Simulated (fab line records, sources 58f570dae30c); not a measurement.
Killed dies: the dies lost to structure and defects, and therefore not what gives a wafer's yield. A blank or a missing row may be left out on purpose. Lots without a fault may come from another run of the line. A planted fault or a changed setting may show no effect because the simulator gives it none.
Which tool is to blame? + flow berkeley-cmos170 + 21 wafers from 7 lots sampled at 2 of the route's 331 steps

WHAT THE GAUGES READ, wafer by wafer
UCB170_SDANNEAL_RS_MEAS_03: a four-point-probe measurement.
| lot  | measured     | on            | NSD_RS (ohm/sq)   |
|------|--------------|---------------|-------------------|
| L917 | day 8 07:43  | film-metro-02 | 37.08 37.24 37.08 |
| L923 | day 9 07:14  | film-metro-01 | 37.25 37.34 37.25 |
| L922 | day 9 08:04  | film-metro-04 | 37.25 37.24 37.22 |
| L929 | day 10 17:05 | film-metro-04 | 36.98 36.90 36.99 |
| L930 | day 11 08:26 | film-metro-02 | 37.38 37.39 37.36 |
| L937 | day 12 10:31 | film-metro-02 | 37.12 37.14 37.18 |
| L936 | day 12 11:49 | film-metro-02 | 37.25 37.32 37.19 |

EACH LOT AND THE TOOL THAT RAN IT (in order: tool; ch and the chambers of the sampled wafers; start)
| lot  | UCB170_NSD_IMPLANT_08           |
|------|---------------------------------|
| L917 | implanter-03 ch 0, day 8 06:09  |
| L923 | implanter-03 ch 0, day 9 05:43  |
| L922 | implanter-03 ch 0, day 9 06:11  |
| L929 | implanter-03 ch 0, day 10 15:37 |
| L930 | implanter-01 ch 0, day 11 05:07 |
| L937 | implanter-01 ch 0, day 12 09:04 |
| L936 | implanter-04 ch 0, day 12 10:08 |
- UCB170_NSD_IMPLANT_08

THE ANSWER, worked out from the rows above alone
Rule: the lots themselves supply what counts as usual. Put in order of their means at a reading, lots are off if they are a third of the lots or fewer, leave a main group of 4 or more, and stand apart from it by a gap of 3 or more times the standard deviation of the main group's means; of several such gaps the widest counts. A main group is skipped when, at the precision printed for the reading in the tables above, its means are all equal. A lot without any number at a reading at which 4 lots or more have one is off too. All remaining lots with rows at the step are treated as sound.
None of the lots is off at any reading shown; this tells nothing.

WHAT THE SIMULATOR HAD PUT IN
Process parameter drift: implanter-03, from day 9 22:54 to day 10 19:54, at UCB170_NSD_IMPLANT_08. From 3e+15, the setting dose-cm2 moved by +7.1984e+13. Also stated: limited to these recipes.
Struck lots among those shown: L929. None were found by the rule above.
